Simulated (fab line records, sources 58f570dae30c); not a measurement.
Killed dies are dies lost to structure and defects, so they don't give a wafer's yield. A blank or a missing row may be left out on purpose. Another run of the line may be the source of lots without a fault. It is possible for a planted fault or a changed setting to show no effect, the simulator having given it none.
A struck lot beside a sound one | flow berkeley-cmos170 | 17 out of 331 route steps
Sound: the wafers L985.1, L985.2, L985.5. The struck wafers were L993.2, L993.3, L993.4. The cause is given at the end.
Per side, at each step with rows, come the tool, then ch with its chambers, and then its first start. Under that, the readings that differ: sound wafers | struck wafers | difference of the means | sigmas: that difference in standard deviations of wafers without a fault.
alike: words and numbers the same on both sides, and readings whose means are apart by under 2 such deviations; not compared: readings that were withheld, readings missing a value for some wafer, numbers with overlapping values and no deviation given by the record, and bounds like >300 which may hide the same value.
Wherever a step has rows on one side only, a row that says differs or no value, or a row with sigmas, the two part there. Numbers that have no deviation but don't overlap get no sigmas and don't part them. A reading missing from all wafers of one side parts the sides only when that side holds two or more wafers.

first, 1 step without rows for these wafers: UCB170_NLDD_IMPLANT_09.
UCB170_NLDD_STRIP_10: strips in O2.
  sound on plasma-asher-01 ch 0,1, day 6 05:20; struck on plasma-asher-01 ch 0,1, day 7 23:34
  alike: drypump-motor-current-A, oes-product-au, strip-time-to-endpoint-s
  not compared: rf-hours-counter-h
UCB170_NLDD_TW_MEAS_11:
  sound on film-metro-01 at day 6 05:26; struck on film-metro-02 at day 7 23:41
  reading | sound          | struck         | difference | sigmas
  NLDD_TW | 2191 2190 2183 | 2260 2260 2266 | +74        | +2
then, 1 step without rows for these wafers: UCB170_NLDD_CLEAN_12 (cleans in SPM, time 600 s).
UCB170_SPACER_CVD_00: deposits SiO2 from TEOS/O2, target thk 376 nm, time 47 s.
  sound on pecvd-03 ch 0,2, day 6 05:47; struck on pecvd-04 ch 1,2, day 7 23:54
  alike: heater-power-w, rf-fwd-power-W
UCB170_SPACER_THK_MEAS_01:
  sound on film-metro-04 at day 6 05:50; struck on film-metro-04 at day 7 23:57
  alike: SPACER_TEOS_THK
then, 1 step without rows for these wafers: UCB170_SPACER_ANNEAL_02 (time 1800 s).
UCB170_SPACER_ETCHBACK_03: etches SiO2 in CHF3/CF4/Ar, stops on Si, target depth 376 nm, time 100 s.
  sound on rie-diel-02 ch 0,1,3, day 6 07:43; struck on rie-diel-01 ch 1,2,3, day 8 05:08
  alike: cf4-flow-sccm, drypump-motor-current-A, oes-product-au, rf-fwd-power-W, throttle-valve-pct
  not compared: rf-hours-counter-h
then, 4 steps without rows for these wafers: UCB170_PSD_HMDS_00 (prime time 60 s); UCB170_PSD_COAT_01 (resist thk 900 nm); UCB170_PSD_SOFTBAKE_02 (time 60 s); UCB170_PSD_EXPOSE_03 (exposes mask PSELECT MOD, target cd 1200 nm).
UCB170_PSD_PEB_04:
  sound on litho-track-01 ch 0, day 6 08:52; struck on litho-track-04 ch 0, day 8 06:14
  reading                  | sound             | struck            | difference | sigmas
  heater-power-total-W (W) | 56.73 56.75 56.81 | 59.27 59.21 59.15 | +2.45      | +56
  alike: resist-line-temp-C
then, 1 step without rows for these wafers: UCB170_PSD_DEVELOP_05 (develop time 45 s).
UCB170_PSD_CD_MEAS_06: the cd target is 1200 nm.
  sound on cd-sem-01 at day 6 09:08; struck on cd-sem-01 at day 8 06:31
  reading    | sound                | struck               | difference | sigmas
  cd-nm (nm) | 1200.7 1198.7 1198.5 | 1189.5 1188.9 1188.9 | -10.2      | -7
UCB170_PSD_OVL_MEAS_07:
  sound on overlay-02 at day 6 09:16; struck on overlay-01 at day 8 06:37
  alike: PSD_OVL
after that, 1 step had no rows for these wafers: UCB170_M3_PROBE_99.

== WHERE THEY PART ==
First at UCB170_NLDD_TW_MEAS_11; last, within this record, at UCB170_PSD_CD_MEAS_06. Later steps at which nothing parts them and some readings are alike: UCB170_PSD_OVL_MEAS_07.

WHY: what the simulator had put in
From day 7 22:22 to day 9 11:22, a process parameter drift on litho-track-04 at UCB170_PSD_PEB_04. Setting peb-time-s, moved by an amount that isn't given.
